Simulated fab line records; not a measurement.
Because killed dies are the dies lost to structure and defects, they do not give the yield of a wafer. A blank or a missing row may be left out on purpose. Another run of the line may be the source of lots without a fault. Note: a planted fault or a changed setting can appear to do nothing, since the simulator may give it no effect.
Chamber matching | flow rit cmos | RIT_SDANNEAL_CLEAN_00 on wet bench-01 has 3 sister chambers
The step cleans in SC1, time 600 s. 16 wafers are shown with their chamber, then 5 later ones without.

== EACH WAFER AND ITS CHAMBER ==
wafer  | chamber | bath heat duty pct (%) | bath guard temp C (C)
L723.2 | 3       | 12.5                   | 74.7
L723.3 | 3       | 13.7                   | 74.8
L723.4 | 3       | 12.4                   | 74.8
L725.1 | 0       | 15.3                   | 74.9
L725.3 | 0       | 14.4                   | 74.7
L725.4 | 0       | 14.3                   | 74.7
L726.2 | 0       | 14.4                   | 75.1
L726.3 | 0       | 15.1                   | 74.4
L726.5 | 0       | 15.4                   | 74.7
L728.3 | 3       | 13.1                   | 74.8
L728.4 | 3       | 14.9                   | 74.7
L728.5 | 3       | 12.8                   | 74.9
L737.1 | 0       | 14.4                   | 75.0
L737.3 | 0       | 14.1                   | 75.2
L737.5 | 0       | 14.3                   | 74.8
L742.1 | 2       | 13.3                   | 75.1

SIGNATURES, as means of the wafers listed above
reading            | chamber 0 | chamber 2 | chamber 3 | scatter within a chamber
bath heat duty pct | 14.633    | 13.300    | 13.233    | 0.699
bath guard temp C  | 74.833    | 75.100    | 74.783    | 0.198
Rule: a wafer lies at a distance from a chamber equal to the root of the sum of squares, over the readings, of (its reading less the chamber's mean, divided by the reading's scatter). The wafer belongs to the nearest chamber; if the next one is less than 2 further off, it can't be placed. The scatter: the root of (the sum of the squares of (reading less its chamber's mean) over the shown wafers, divided by (wafers less chambers)).

== WAFERS WITHOUT THEIR CHAMBER ==
wafer  | bath heat duty pct (%) | bath guard temp C (C)
L742.2 | 13.4                   | 75.1
L742.5 | 12.2                   | 74.9
L744.2 | 13.2                   | 75.0
L744.4 | 12.3                   | 74.8
L744.5 | 12.6                   | 75.2

== CHAMBER TAKEN BY EACH ==
wafer  | from the rows above          | in truth
L742.2 | can't be placed: 2 or 3      | 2
L742.5 | can't be placed: 3 or 2 or 0 | 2
L744.2 | can't be placed: 2 or 3 or 0 | 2
L744.4 | can't be placed: 3 or 2      | 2
L744.5 | can't be placed: 2 or 3      | 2
Correctly placed: 0 of 5. Cannot be placed on the basis of these rows: 5; the candidates contain the true chamber in 5. Placed wrongly: 0.
